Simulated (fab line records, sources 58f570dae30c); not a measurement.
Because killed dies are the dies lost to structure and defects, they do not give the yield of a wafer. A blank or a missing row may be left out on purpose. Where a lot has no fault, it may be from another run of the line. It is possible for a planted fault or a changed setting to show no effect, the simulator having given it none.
What tool caused it? | flow berkeley cmos170 | 42 wafers from 14 lots sampled at 3 of the route's 331 steps

== WHAT THE GAUGES READ, wafer by wafer ==
UCB170_M1_OVL_MEAS_10.
lot  | measured     | on         | M1_OVL (nm)
L140 | day 7 13:10  | overlay-01 | 0 0 0
L138 | day 7 13:25  | overlay-02 | -4 3 -10
L139 | day 7 13:34  | overlay-01 | -1 -4 -3
L145 | day 8 07:44  | overlay-02 | 0 2 -1
L144 | day 8 08:01  | overlay-02 | -5 -21 -8
L149 | day 9 05:42  | overlay-02 | 6 5 6
L147 | day 9 05:19  | overlay-02 | -5 -6 -7
L146 | day 9 08:20  | overlay-02 | -3 -2 3
L152 | day 10 01:41 | overlay-01 | 3 6 1
L151 | day 10 01:58 | overlay-01 | 9 4 7
L153 | day 10 13:37 | overlay-02 | -1 0 -7
L157 | day 10 13:16 | overlay-02 | 13 12 8
L156 | day 10 19:08 | overlay-01 | -3 -4 -7
L161 | day 11 16:03 | overlay-02 | -5 -7 0

UCB170_V1_BOW_MEAS_03.
lot  | measured     | on            | V1_BOW (um)
L140 | day 7 17:32  | film metro-04 | 32 16 31
L138 | day 7 17:32  | film metro-01 | 15 12 17
L139 | day 7 17:51  | film metro-03 | 20 18 23
L145 | day 8 14:01  | film metro-03 | 20 28 16
L144 | day 8 14:20  | film metro-01 | 17 9 19
L149 | day 9 10:34  | film metro-03 | 21 30 16
L147 | day 9 10:17  | film metro-04 | 17 18 10
L146 | day 9 12:25  | film metro-03 | 31 33 19
L152 | day 10 08:10 | film metro-04 | 11 29 11
L151 | day 10 08:08 | film metro-01 | 19 21 16
L153 | day 10 19:25 | film metro-03 | 9 25 15
L157 | day 10 19:07 | film metro-04 | 16 17 18
L156 | day 10 22:04 | film metro-01 | 12 23 18
L161 | day 11 22:06 | film metro-01 | 14 21 11

== TOOL THAT RAN EACH LOT (tool first, then ch and the chambers of the sampled wafers, then the start) ==
lot  | UCB170_GATE_SOFTBAKE_08
L140 | litho track-03 ch 0, day 6 12:00
L138 | litho track-04 ch 0, day 6 12:00
L139 | litho track-01 ch 0, day 6 12:00
L145 | litho track-04 ch 0, day 7 07:00
L144 | litho track-03 ch 0, day 7 07:00
L149 | litho track-03 ch 0, day 8 08:00
L147 | litho track-04 ch 0, day 8 08:00
L146 | litho track-04 ch 0, day 8 08:00
L152 | litho track-01 ch 0, day 8 20:00
L151 | litho track-03 ch 0, day 8 20:00
L153 | litho track-03 ch 0, day 9 13:00
L157 | litho track-03 ch 0, day 9 15:00
L156 | litho track-01 ch 0, day 9 16:00
L161 | litho track-03 ch 0, day 10 13:00
- UCB170_GATE_SOFTBAKE_08: time 60 s.

== AS READ BY THE TOOLS THEMSELVES (means over the sampled wafers that have a number; for cases with no such wafer, the mark the record gives instead) ==
UCB170_GATE_SOFTBAKE_08.
lot  | tool           | chill plate temp C (C) | exhaust pa (Pa) | heater power total W (W) | plate temp C (C)
L140 | litho track-03 | 22.95                  | 44.9            | 56.78                    | 130.20
L138 | litho track-04 | 23.06                  | 44.9            | 56.76                    | 130.09
L139 | litho track-01 | 22.94                  | 44.2            | 56.84                    | 130.12
L145 | litho track-04 | 23.07                  | 44.8            | 56.81                    | 129.97
L144 | litho track-03 | 23.09                  | 45.4            | 56.75                    | 130.06
L149 | litho track-03 | 22.90                  | 44.1            | 56.78                    | 129.95
L147 | litho track-04 | 22.92                  | 45.3            | 57.37                    | 131.07
L146 | litho track-04 | 23.04                  | 45.5            | 57.38                    | 130.88
L152 | litho track-01 | 22.99                  | 44.9            | 56.79                    | 129.94
L151 | litho track-03 | 22.95                  | 44.9            | 56.80                    | 129.96
L153 | litho track-03 | 22.95                  | 45.5            | 56.82                    | 129.96
L157 | litho track-03 | 22.84                  | 45.7            | 56.81                    | 129.85
L156 | litho track-01 | 22.91                  | 44.8            | 56.84                    | 129.94
L161 | litho track-03 | 22.96                  | 45.5            | 56.81                    | 130.05

== THE ANSWER, worked out from the rows above alone ==
Rule: what is usual is taken from the lots themselves. Put in order of their means at a reading, lots are off if they are a third of the lots or fewer, leave a main group of 4 or more, and stand apart from it by a gap of 3 or more times the standard deviation of the main group's means; of several such gaps the widest counts. If all means in a main group match to the digits the tables above print for the reading, that group is not used. A lot without any number at a reading at which 4 lots or more have one is off too. All remaining lots with rows at the step are treated as sound. After the gauges, taken in route order, come the tools' own readings; for these a lot's mean is taken, as printed above. At the first step where some lot is off, the reading lying furthest off is the one used; lots without a number count as furthest.
Off at UCB170_GATE_SOFTBAKE_08 (heater power total W): L147, L146. Main group: mean 56.80 W, sd 0.027.
If a tool, at that step or one of the process steps before it, ran each lot that is off and ran no sound lot following the first of them, it fits. One candidate fits, namely litho track-04 at UCB170_GATE_SOFTBAKE_08. Its last sound lot is L145 (day 7 07:00), its first lot that is off L147 (day 8 08:00): a fault that began between those two fits.
The tool's own readings at UCB170_GATE_SOFTBAKE_08 bear it out: on the lots that are off they differ by more than 5 times the standard deviation of the sound lots' means. heater power total W reads 57.38 W there against 56.80 W on the sound lots; plate temp C reads 130.97 C there against 130.01 C on the sound lots.

== WHAT THE SIMULATOR HAD PUT IN ==
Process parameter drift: litho track-04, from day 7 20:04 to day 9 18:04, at UCB170_GATE_SOFTBAKE_08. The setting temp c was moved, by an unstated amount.
Struck lots among those shown: L147, L146. This agrees with what the rule above found.
